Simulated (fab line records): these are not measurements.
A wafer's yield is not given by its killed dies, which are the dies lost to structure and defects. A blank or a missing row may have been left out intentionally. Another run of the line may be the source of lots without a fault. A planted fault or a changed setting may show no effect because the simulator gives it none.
Split-lot experiment ; flow berkeley cmos170 ; 23 wafers read from 5 lots, route of 331 steps

## ABOUT THE SPLIT
At UCB170_M2_COAT_05 (resist thk 900 nm), the setting spin rpm was moved away from the recipe's 1500 rpm on 11 of the 23 wafers read, by -6.6% to +4.4%. All remaining wafers had this setting at the recipe value.

The reading is taken at the split's own step.

## THE READING
KrF_of_M2_COAT_05.thk nm (the simulator's own value, which no gauge read), in nm, at UCB170_M2_COAT_05 (resist thk 900 nm). No usual value for it is given in the file. Across the 12 wafers here that went through the recipe, the average is 897.3 nm and the standard deviation 2.2 nm.

wafer;tool, chamber at the split;spin rpm as run, rpm;against the recipe;KrF_of_M2_COAT_05.thk nm, nm;against lot-mates on the recipe
L075.1;litho track-03, 0;1500;recipe;898;-
L075.5;litho track-03, 0;1500;recipe;895.1;-
L075.6;litho track-03, 0;1500;recipe;897.6;-
L078.1;litho track-04, 0;1500;recipe;895.5;-
L078.3;litho track-04, 0;1566;+4.4%;877.8;-18.9
L078.4;litho track-04, 0;1500;recipe;899;-
L078.5;litho track-04, 0;1500;recipe;895.7;-
L078.6;litho track-04, 0;1566;+4.4%;877.5;-19.2
L080.2;litho track-03, 0;1450;-3.3%;913.2;+18.5
L080.3;litho track-03, 0;1500;recipe;896;-
L080.4;litho track-03, 0;1500;recipe;893.5;-
L080.5;litho track-03, 0;1450;-3.3%;913.6;+18.9
L080.6;litho track-03, 0;1450;-3.3%;911.2;+16.5
L082.1;litho track-01, 0;1500;recipe;901.3;-
L082.2;litho track-01, 0;1401;-6.6%;931;+31.6
L082.3;litho track-01, 0;1401;-6.6%;929.4;+30.0
L082.5;litho track-01, 0;1401;-6.6%;929.2;+29.8
L082.6;litho track-01, 0;1500;recipe;897.5;-
L083.1;litho track-04, 0;1422;-5.2%;922.8;+23.4
L083.2;litho track-04, 0;1422;-5.2%;922.1;+22.7
L083.4;litho track-04, 0;1500;recipe;900.4;-
L083.5;litho track-04, 0;1500;recipe;898.4;-
L083.6;litho track-04, 0;1422;-5.2%;919.4;+20.0

FIT RESULTS
A straight line over all 23 wafers: KrF_of_M2_COAT_05.thk nm changes by -4.72 nm for each +1% of spin rpm; r = -0.99; the points scatter about the line by 1.9 nm.
The same after taking each lot's own level away (the mean of its wafers on the recipe; 23 wafers): -4.51 nm for each +1%; r = -0.99; scatter 1.8 nm.
According to that fit, moving spin rpm by its largest amount changes the reading by 30 nm.
The span of the lots' own levels, 894.75 to 899.40 nm, comes to 2.1 times the standard deviation stated above.
Hence the lot-to-lot level has little effect on the slope; both slopes agree.
Check: for one of the wafers moved furthest among these (-6.6%), held out of the fit, the line's prediction against its lot-mates is +29.9 nm. It came out at +31.6 nm against them.

## THESE WAFERS: OTHER SPLITS
Before the reading, these wafers also passed through other splits. Each is held against what the fit with the lots' levels taken away leaves over:
other split on the same wafers;wafers away from the commonest value;r with KrF_of_M2_COAT_05.thk nm (lot level and that fit taken away)
UCB170_PSD_EXPOSE_03 dose mj;8;+0.28
UCB170_NSD_EXPOSE_03 dose mj;8;-0.35
UCB170_NSD_DEVELOP_05 dev temp c;10;-0.23
UCB170_CONTACT_CVD_01 sih4 flow sccm;5;+0.37
UCB170_CONTACT_ETCH_17 pressure mtorr;15;+0.09

## THE WHOLE CHAIN: every reading that the file lists as answering this split, in the file's order
step;what it does;reading;change (the file's fit);r (the file's)
UCB170_M2_COAT_05;resist thk 900 nm;KrF_of_M2_COAT_05.thk nm (the simulator's own value, which no gauge read);-4.54 nm for each +1% of the setting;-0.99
UCB170_M2_STRIP_07;strips in O2;strip time to endpoint s;withheld for each +1% of the setting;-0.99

## THE FILE'S OWN FIT
KrF_of_M2_COAT_05.thk nm changes by -4.54 nm for each +1% of spin rpm, r = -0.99.
